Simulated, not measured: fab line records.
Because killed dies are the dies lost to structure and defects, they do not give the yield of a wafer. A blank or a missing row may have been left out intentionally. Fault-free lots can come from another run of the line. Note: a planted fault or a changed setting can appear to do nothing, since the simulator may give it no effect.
Which tool was responsible?	flow rit-cmos	42 wafers from 14 lots sampled at 2 of the route's 202 steps

WHAT THE GAUGES SHOWED, per wafer
RIT_ACTIVE_CD_MEAS_90 targets a cd of 1400 nm. Usual: cd-nm 1400.7 nm, standard deviation 1.9.
lot	measured	on	cd-nm (nm)	flag
L134	day 1 15:12	cd-sem-02	1399.1 1399.8 1399.5	
L135	day 1 20:01	cd-sem-01	1400.7 1400.4 1401.1	
L137	day 2 06:10	cd-sem-02	1398.6 1400.2 1401.8	
L138	day 2 11:05	cd-sem-01	1397.7 1398.1 1399.2	
L140	day 2 22:19	cd-sem-01	1399.7 1399.6 1398.4	
L141	day 3 03:13	cd-sem-02	1397.1 1396.6 1396.4	
L143	day 3 12:01	cd-sem-01	1402.5 1403.0 1403.3	
L145	day 3 23:19	cd-sem-02	1400.4 1402.1 1399.2	
L146	day 4 04:33	cd-sem-02	1399.8 1401.6 1402.4	
L148	day 4 13:53	cd-sem-01	1397.2 1397.6 1399.4	
L149	day 4 18:40	cd-sem-02	1383.7 1384.0 1385.0	OFF
L150	day 4 23:02	cd-sem-01	1384.4 1385.0 1384.7	OFF
L155	day 6 00:05	cd-sem-02	1401.2 1398.5 1398.7	
L157	day 6 10:08	cd-sem-02	1401.5 1399.3 1401.4	

WHICH TOOL RAN EACH LOT (tool, then ch and the chambers of the sampled wafers, then the start)
lot	RIT_ACTIVE_HARDBAKE_12
L134	litho-track-02 ch 0, day 1 14:44
L135	litho-track-03 ch 0, day 1 19:34
L137	litho-track-03 ch 0, day 2 05:43
L138	litho-track-02 ch 0, day 2 10:34
L140	litho-track-02 ch 0, day 2 21:52
L141	litho-track-03 ch 0, day 3 02:46
L143	litho-track-01 ch 0, day 3 11:34
L145	litho-track-02 ch 0, day 3 22:52
L146	litho-track-02 ch 0, day 4 04:05
L148	litho-track-03 ch 0, day 4 13:26
L149	litho-track-02 ch 0, day 4 18:12
L150	litho-track-02 ch 0, day 4 22:35
L155	litho-track-03 ch 0, day 5 23:38
L157	litho-track-01 ch 0, day 6 09:41
- RIT_ACTIVE_HARDBAKE_12: time 60 s.

AS READ BY THE TOOLS THEMSELVES (means over the sampled wafers that have a number; for cases with no such wafer, the mark the record gives instead)
RIT_ACTIVE_HARDBAKE_12. Usual: heater-power-total-W 62.54 W, standard deviation 0.05; plate-temp-C 140.00 C, standard deviation 0.15.
lot	tool	heater-power-total-W (W)	plate-temp-C (C)	flag
L134	litho-track-02	62.51	139.98	
L135	litho-track-03	62.56	140.08	
L137	litho-track-03	62.55	140.14	
L138	litho-track-02	62.53	140.07	
L140	litho-track-02	62.50	139.95	
L141	litho-track-03	62.54	140.02	
L143	litho-track-01	62.58	140.21	
L145	litho-track-02	62.57	140.16	
L146	litho-track-02	62.51	140.07	
L148	litho-track-03	62.59	140.07	
L149	litho-track-02	61.46	138.00	OFF
L150	litho-track-02	61.41	137.98	OFF
L155	litho-track-03	62.53	139.97	
L157	litho-track-01	62.60	140.01	

THE ANSWER, worked out from the rows above alone
Rule: lot off if the mean of its wafers having a number is beyond 3 standard deviations from the usual mean. Also off: a lot with no number at a reading for which 4 or more lots have one. Any other lot the step has rows for is counted as sound. First the gauges in route order, then the tools' own readings, where a lot's mean is used as printed above. The first step at which some lot is off is used, and at that step the reading that is off furthest; a lot without a number counts as furthest.
Off: L149, L150, at RIT_ACTIVE_CD_MEAS_90 (cd-nm).
If a tool, at a process step before that reading, ran all the lots that are off and no sound lot after the first of them, it fits. The gauges at RIT_ACTIVE_CD_MEAS_90 aren't tried: what is off there is off at RIT_ACTIVE_HARDBAKE_12 too, on other tools, and a gauge's error can't cause that. One fits: litho-track-02 at RIT_ACTIVE_HARDBAKE_12. A fault onset in the window from L146 (day 4 04:05, its last sound lot) to L149 (day 4 18:12, its first lot off) fits.
The tool's own readings at RIT_ACTIVE_HARDBAKE_12 bear it out: on the lots that are off they differ by more than 5 times the standard deviation of the sound lots' means. heater-power-total-W reads 61.44 W there against 62.55 W on the sound lots; plate-temp-C reads 137.99 C there against 140.06 C on the sound lots.

WHAT WAS PUT IN BY THE SIMULATOR
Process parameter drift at RIT_ACTIVE_HARDBAKE_12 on litho-track-02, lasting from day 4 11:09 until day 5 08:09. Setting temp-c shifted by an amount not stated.
Shown lots that were struck: L149, L150. The rule above reached the same finding.
